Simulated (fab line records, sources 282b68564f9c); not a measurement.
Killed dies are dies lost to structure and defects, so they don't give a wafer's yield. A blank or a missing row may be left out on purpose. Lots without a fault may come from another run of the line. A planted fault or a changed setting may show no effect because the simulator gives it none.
fab line records | flow rit_cmos
record lots=15 wafers=45 last_day=6
route steps=202 shown PSD@151 M1@202
lots that met no fault: from a run of the same line without faults
start_h: hours from the record's first day to the start of the lot's first wafer shown | wait_h: hours since the lot's step before | " the same as in the row above | L1.1+2: a row that stands for several wafers | - no value, or no start given | * or withheld: withheld | < > ~ a bound
route shown NAME@n: a module of which the file shows steps, and the number in the route of the first | usual: mean/standard deviation of fault-free wafers | same: alike in all rows | chamber/n: place in a boat | sites: the reading at each site | _std_site: their standard deviation | _edge_site: outer sites' mean less inner sites' | radius_mm: how far each site lies from the wafer's centre | mask NAME#n: copy n | behind: the tool/chamber that last shaped the wafer | hold: why the lot was held/for how many hours/how that ended | device: the transistor (n, p or np) that didn't switch | end of line: the same wafers' tests at the end of the route | a step without rows: its recipe alone | killed: dies lost to structure and defects at the first sort, not the wafer's yield | map: a wafer's dies, x killed, . not, _ none there
set.NAME: the setting as run; set.NAME@STEP: as run at that earlier step | model.NAME: the simulator's own value behind a step, which no gauge read
steps of the route over a sample of lots; a table a step, a row a wafer
services: from which hour (start_h, from the record's first day; less than 0 if before it) a tool's chamber was out of use, for how many hours, and why
## steps
# step RIT_PSD_STRIP_09
# recipe chemistry=O2 time_s=180 resist=NOVOLAK platen_temp_c=withheld power_w=500 pressure_mtorr=4000 o2_flow_sccm=4000
# usual drypump_motor_current_A=5.87/0.26
# columns lot.wafer tool chamber start_h wait_h drypump_motor_current_A rf_hours_counter_h
L609.2 plasma_asher-01 1 52.95 0.1 6.13 40
L609.5 " 1 " " 6.11 -
L609.6 " 0 " " 5.41 -
L610.2 plasma_asher-01 1 58.82 0.1 6.09 40
L610.3 " 0 " " 5.40 -
L610.5 " 0 " " 5.41 -
L611.2 plasma_asher-03 0 61.52 0.1 6.10 41
L611.3 " 1 " " 6.00 -
L611.6 " 1 " " 6.01 -
L612.2 plasma_asher-01 0 68.41 0.1 5.43 41
L612.4 " 1 " " 6.11 -
L612.5 " 0 " " 5.42 -
L614.2 plasma_asher-03 0 76.06 0.1 6.05 43
L614.5 " 0 " " 6.09 -
L614.6 " 1 " " 6.02 -
L615.1 plasma_asher-04 0 79.26 0.1 5.75 46
L615.3 " 0 " " 5.74 -
L615.5 " 1 " " 5.80 -
L617.3 plasma_asher-04 1 89.74 0.1 5.80 -
L617.5 " 1 " " 5.78 -
L617.6 " 0 " " 5.76 -
L618.4 plasma_asher-01 1 96.36 0.1 6.13 -
L618.5 " 1 " " 6.11 -
L618.6 " 0 " " 5.39 -
L621.1 plasma_asher-01 1 109.20 0.1 6.11 44
L621.3 " 0 " " 5.39 -
L621.5 " 0 " " 5.38 -
L622.3 plasma_asher-01 0 114.46 0.1 5.42 -
L622.4 " 1 " " 6.11 -
L622.5 " 0 " " 5.39 -
L623.4 plasma_asher-01 1 119.76 0.1 6.12 -
L623.5 " 0 " " 5.44 -
L623.6 " 1 " " 6.13 -
L624.1 plasma_asher-01 0 122.99 0.1 5.43 45
L624.5 " 1 " " 6.15 -
L624.6 " 0 " " 5.43 -
L625.2 plasma_asher-04 1 129.50 0.1 5.80 1
L625.3 " 0 " " 5.72 -
L625.6 " 1 " " 5.82 -
L626.1 plasma_asher-04 0 133.78 0.1 5.76 2
L626.2 " 1 " " 5.81 2
L626.6 " 1 " " 5.80 -
L627.2 plasma_asher-01 1 139.33 0.1 6.11 47
L627.5 " 0 " " 5.42 -
L627.6 " 1 " " 6.10 -
# step RIT_M1_PROBE_99
# usual killed_at_contacts=0.1/0.32 killed_at_front_end=6.7/2.9 killed_dies=6.8/2.9 killed_on_rim=1.8/1.4 killed_open=3.3/1.7 killed_short=3.4/2.1
# same gross_dies=264 killed_at_M0_to_M3=0 killed_at_M4_up=0 killed_at_back_side=0 killed_at_other=0
# columns lot.wafer tool chamber start_h wait_h killed_at_contacts killed_at_front_end killed_dies killed_on_rim killed_open killed_short
L609.2 prober-02 - 61.22 0.1 0 1 1 0 0 1
L609.5 prober-02 - 61.37 0.2 0 4 4 0 2 2
L609.6 prober-02 - 61.42 0.2 0 6 6 2 3 3
L610.2 prober-01 - 68.72 0.1 0 5 5 2 3 2
L610.3 prober-01 - 68.77 0.2 0 10 10 1 6 4
L610.5 prober-01 - 68.87 0.2 0 7 7 3 1 6
L611.2 prober-02 - 72.90 0.1 1 7 8 2 2 6
L611.3 prober-02 - 72.95 0.2 0 6 6 1 3 3
L611.6 prober-02 - 73.10 0.2 1 7 8 2 5 3
L612.2 prober-01 - 76.54 0.1 0 11 11 1 4 7
L612.4 prober-01 - 76.64 0.2 0 8 8 4 4 4
L612.5 prober-01 - 76.69 0.2 0 5 5 0 2 3
L614.2 prober-01 - 84.63 0.1 0 8 8 2 4 4
L614.5 prober-01 - 84.78 0.2 0 8 8 2 5 3
L614.6 prober-01 - 84.83 0.2 0 11 11 6 6 5
L615.1 prober-02 - 87.53 0.1 1 3 4 2 3 1
L615.3 prober-02 - 87.63 0.2 0 10 10 3 7 3
L615.5 prober-02 - 87.73 0.2 0 4 4 0 2 2
L617.3 prober-02 - 98.53 0.2 0 6 6 3 4 2
L617.5 prober-02 - 98.63 0.2 0 10 10 4 4 6
L617.6 prober-02 - 98.68 0.2 2 10 12 3 2 10
L618.4 prober-01 - 104.34 0.2 0 7 7 2 1 6
L618.5 prober-01 - 104.39 0.2 0 8 8 4 5 3
L618.6 prober-01 - 104.44 0.2 0 7 7 2 5 2
L621.1 prober-02 - 117.13 0.1 0 5 5 2 3 2
L621.3 prober-02 - 117.23 0.2 0 5 5 3 4 1
L621.5 prober-02 - 117.33 0.2 1 4 5 0 4 1
L622.3 prober-01 - 122.94 0.2 0 6 6 1 2 4
L622.4 prober-01 - 122.99 0.2 0 4 4 3 0 4
L622.5 prober-01 - 123.04 0.2 0 8 8 2 3 5
L623.4 prober-02 - 128.59 0.2 0 34 34 11 3 1
L623.5 prober-02 - 128.64 0.2 0 24 24 9 1 2
L623.6 prober-02 - 128.69 0.2 0 41 41 13 5 5
L624.1 prober-01 - 131.40 0.1 0 23 23 10 2 0
L624.5 prober-01 - 131.60 0.2 1 33 34 11 5 3
L624.6 prober-01 - 131.65 0.2 0 26 26 10 3 3
L625.2 prober-02 - 140.25 0.1 0 9 9 5 6 2
L625.3 prober-02 - 140.30 0.2 0 5 5 0 3 2
L625.6 prober-02 - 140.45 0.2 0 10 10 3 4 6
L626.1 prober-01 - 143.88 0.1 0 6 6 1 3 3
L626.2 prober-01 - 143.93 0.1 0 13 13 4 5 8
L626.6 prober-01 - 144.13 0.2 0 11 11 1 3 8
L627.2 prober-02 - 150.71 0.1 1 37 38 11 2 7
L627.5 prober-02 - 150.86 0.2 0 24 24 10 2 2
L627.6 prober-02 - 150.91 0.2 0 33 33 10 3 3
# killed by level:class
L609.2 GATE:geometric_particle:short=1
L609.5 FOX2:geometric_particle:short=2 FOX2:geometric_particle:open=1 SPACER:geometric_particle:open=1
L609.6 GATE:geometric_particle:open=2 GATE:geometric_particle:short=2 FOX2:geometric_particle:short=1 REOX:geometric_particle:open=1
L610.2 SPACER:geometric_particle:open=2 GATE:geometric_particle:open=1 GATE:geometric_particle:short=1 SPACER:geometric_particle:short=1
L610.3 SPACER:geometric_particle:open=3 ACTIVE:geometric_particle:open=1 FOX1:geometric_particle:short=1 FOX1:geometric_particle:open=1 GATE:geometric_particle:open=1 GATE:geometric_particle:short=1 REOX:geometric_particle:short=1 SILICIDE:geometric_particle:short=1
L610.5 GATE:geometric_particle:short=3 FOX1:geometric_particle:short=2 SPACER:geometric_particle:open=1 SILICIDE:geometric_particle:short=1
L611.2 SILICIDE:geometric_particle:short=3 FOX1:geometric_particle:short=2 GATE:geometric_particle:short=1 REOX:geometric_particle:open=1 CONTACT:geometric_particle:open=1
L611.3 GATE:geometric_particle:short=2 FOX2:geometric_particle:short=1 GATE:geometric_particle:open=1 REOX:geometric_particle:open=1 SILICIDE:geometric_particle:open=1
L611.6 REOX:geometric_particle:open=3 FOX1:geometric_particle:short=1 GATE:geometric_particle:short=1 REOX:geometric_particle:short=1 SILICIDE:geometric_particle:open=1 CONTACT:geometric_particle:open=1
L612.2 GATE:geometric_particle:short=5 GATE:geometric_particle:open=4 FOX1:geometric_particle:short=1 SPACER:geometric_particle:short=1
L612.4 GATE:geometric_particle:open=3 GATE:geometric_particle:short=2 SPACER:geometric_particle:short=2 SILICIDE:geometric_particle:open=1
L612.5 GATE:geometric_particle:open=2 GATE:geometric_particle:short=2 REOX:geometric_particle:short=1
L614.2 FOX1:geometric_particle:open=2 FOX1:geometric_particle:short=2 GATE:geometric_particle:short=2 SILICIDE:geometric_particle:open=2
L614.5 GATE:geometric_particle:open=3 FOX1:geometric_particle:short=1 FOX1:geometric_particle:open=1 SILICIDE:geometric_particle:open=1 GATE:geometric_particle:short=1 REOX:geometric_particle:short=1
L614.6 GATE:geometric_particle:open=5 GATE:geometric_particle:short=2 SILICIDE:geometric_particle:short=2 FOX1:geometric_particle:open=1 REOX:geometric_particle:short=1
L615.1 GATE:geometric_particle:short=1 GATE:geometric_particle:open=1 SILICIDE:geometric_particle:open=1 CONTACT:geometric_particle:open=1
L615.3 GATE:geometric_particle:open=5 GATE:geometric_particle:short=2 REOX:geometric_particle:open=1 REOX:geometric_particle:short=1 SPACER:geometric_particle:open=1
L615.5 GATE:geometric_particle:short=2 FOX1:geometric_particle:open=1 SPACER:geometric_particle:open=1
L617.3 FOX2:geometric_particle:open=1 GATE:geometric_particle:short=1 REOX:geometric_particle:open=1 SPACER:geometric_particle:short=1 SPACER:geometric_particle:open=1 SILICIDE:geometric_particle:open=1
L617.5 SPACER:geometric_particle:short=4 GATE:geometric_particle:short=2 SPACER:geometric_particle:open=2 REOX:geometric_particle:open=1 SILICIDE:geometric_particle:open=1
L617.6 REOX:geometric_particle:short=3 SPACER:geometric_particle:short=3 FOX1:geometric_particle:short=1 GATE:geometric_particle:short=1 REOX:geometric_particle:open=1 SILICIDE:geometric_particle:short=1 CONTACT:geometric_particle:open=1 CONTACT:geometric_particle:short=1
L618.4 FOX2:geometric_particle:short=2 FOX1:geometric_particle:short=1 GATE:geometric_particle:short=1 GATE:geometric_particle:open=1 SPACER:geometric_particle:short=1 SILICIDE:geometric_particle:short=1
L618.5 FOX1:geometric_particle:open=1 FOX1:geometric_particle:short=1 FOX2:geometric_particle:short=1 FOX2:geometric_particle:open=1 GATE:geometric_particle:open=1 REOX:geometric_particle:open=1 REOX:geometric_particle:short=1 SILICIDE:geometric_particle:open=1
L618.6 GATE:geometric_particle:open=3 FOX1:geometric_particle:open=1 REOX:geometric_particle:short=1 SPACER:geometric_particle:open=1 SILICIDE:geometric_particle:short=1
L621.1 SILICIDE:geometric_particle:short=2 SILICIDE:geometric_particle:open=2 GATE:geometric_particle:open=1
L621.3 GATE:geometric_particle:open=2 FOX1:geometric_particle:open=1 REOX:geometric_particle:open=1 REOX:geometric_particle:short=1
L621.5 SILICIDE:geometric_particle:open=2 GATE:geometric_particle:open=1 GATE:geometric_particle:short=1 CONTACT:geometric_particle:open=1
L622.3 GATE:geometric_particle:short=2 REOX:geometric_particle:short=2 FOX2:geometric_particle:open=1 SILICIDE:geometric_particle:open=1
L622.4 FOX1:geometric_particle:short=2 GATE:geometric_particle:short=1 SPACER:geometric_particle:short=1
L622.5 GATE:geometric_particle:short=2 FOX1:geometric_particle:short=1 FOX1:geometric_particle:open=1 FOX2:geometric_particle:short=1 FOX2:geometric_particle:open=1 GATE:geometric_particle:open=1 SPACER:geometric_particle:short=1
L623.4 PSD:unspecified=30 GATE:geometric_particle:open=2 REOX:geometric_particle:short=1 SILICIDE:geometric_particle:open=1
L623.5 PSD:unspecified=21 GATE:geometric_particle:short=1 REOX:geometric_particle:short=1 REOX:geometric_particle:open=1
L623.6 PSD:unspecified=31 GATE:geometric_particle:open=3 GATE:geometric_particle:short=3 FOX2:geometric_particle:open=2 FOX1:geometric_particle:short=1 SPACER:geometric_particle:short=1
L624.1 PSD:unspecified=21 FOX2:geometric_particle:open=1 GATE:geometric_particle:open=1
L624.5 PSD:unspecified=26 GATE:geometric_particle:open=2 REOX:geometric_particle:short=2 FOX1:geometric_particle:open=1 GATE:geometric_particle:short=1 SILICIDE:geometric_particle:open=1 CONTACT:geometric_particle:open=1
L624.6 PSD:unspecified=20 REOX:geometric_particle:short=2 SPACER:geometric_particle:open=2 FOX1:geometric_particle:open=1 SPACER:geometric_particle:short=1
L625.2 GATE:geometric_particle:open=3 FOX1:geometric_particle:open=1 GATE:geometric_particle:short=1 REOX:geometric_particle:short=1 REOX:geometric_particle:open=1 SPACER:geometric_particle:open=1 NLDD:coat_microbubble_printed=1
L625.3 GATE:geometric_particle:open=2 FOX1:geometric_particle:short=1 GATE:geometric_particle:short=1 SILICIDE:geometric_particle:open=1
L625.6 SPACER:geometric_particle:short=3 SILICIDE:geometric_particle:open=2 FOX1:geometric_particle:short=1 GATE:geometric_particle:open=1 REOX:geometric_particle:short=1 SPACER:geometric_particle:open=1 SILICIDE:geometric_particle:short=1
L626.1 SPACER:geometric_particle:open=2 FOX2:geometric_particle:short=1 GATE:geometric_particle:short=1 REOX:geometric_particle:open=1 SILICIDE:geometric_particle:short=1
L626.2 FOX1:geometric_particle:short=3 SILICIDE:geometric_particle:open=2 FOX2:geometric_particle:open=2 GATE:geometric_particle:short=2 SPACER:geometric_particle:short=2 SPACER:geometric_particle:open=1 SILICIDE:geometric_particle:short=1
L626.6 FOX2:geometric_particle:short=2 FOX2:geometric_particle:open=2 SPACER:geometric_particle:short=2 SILICIDE:geometric_particle:short=2 FOX1:geometric_particle:short=1 GATE:geometric_particle:short=1 GATE:geometric_particle:open=1
L627.2 PSD:unspecified=29 GATE:geometric_particle:short=2 SILICIDE:geometric_particle:short=2 SILICIDE:geometric_particle:open=2 FOX2:geometric_particle:short=1 SPACER:geometric_particle:short=1 CONTACT:geometric_particle:short=1
L627.5 PSD:unspecified=20 REOX:geometric_particle:short=2 GATE:geometric_particle:open=1 SPACER:geometric_particle:open=1
L627.6 PSD:unspecified=27 GATE:geometric_particle:open=2 FOX1:geometric_particle:open=1 FOX2:geometric_particle:short=1 REOX:geometric_particle:short=1 SPACER:geometric_particle:short=1
## services
# columns tool chamber start_h hours kind
plasma_asher-01 - 74.94 15.6 pm
plasma_asher-01 - 106.05 2.8 repair
plasma_asher-04 - 108.81 9.0 pm
plasma_asher-04 0 108.81 9.0 vent_cycle
plasma_asher-04 1 108.81 9.0 vent_cycle
plasma_asher-04 0 117.81 - clean
plasma_asher-04 1 117.81 - clean
## key
first_sign step=RIT_M1_PROBE_99 reading=killed_at_front_end direction=up sigmas=8.3 usual=6.7 struck=30.6
effect step=RIT_M1_PROBE_99 reading=killed_dies direction=up sigmas=8.2 usual=6.8 struck=30.8
met_at RIT_PSD_STRIP_09
struck_lots L623,L624,L627
tester_left_out L623,L624,L627
onset_between 114.46 119.76
fault kind=chamber_particle_source tool=plasma_asher-01 chamber=- onset_h=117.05 steps=RIT_PSD_STRIP_09 rate_per_visit_cm2=1.3797 end_h=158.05
# tester_left_out: of these lots the tester's yield and bins aren't shown, on N5 and GAA mostly nor the transistor test; their killed dies are dies lost to structure and defects alone, not to doping, threshold or leakage, so they don't give the yield
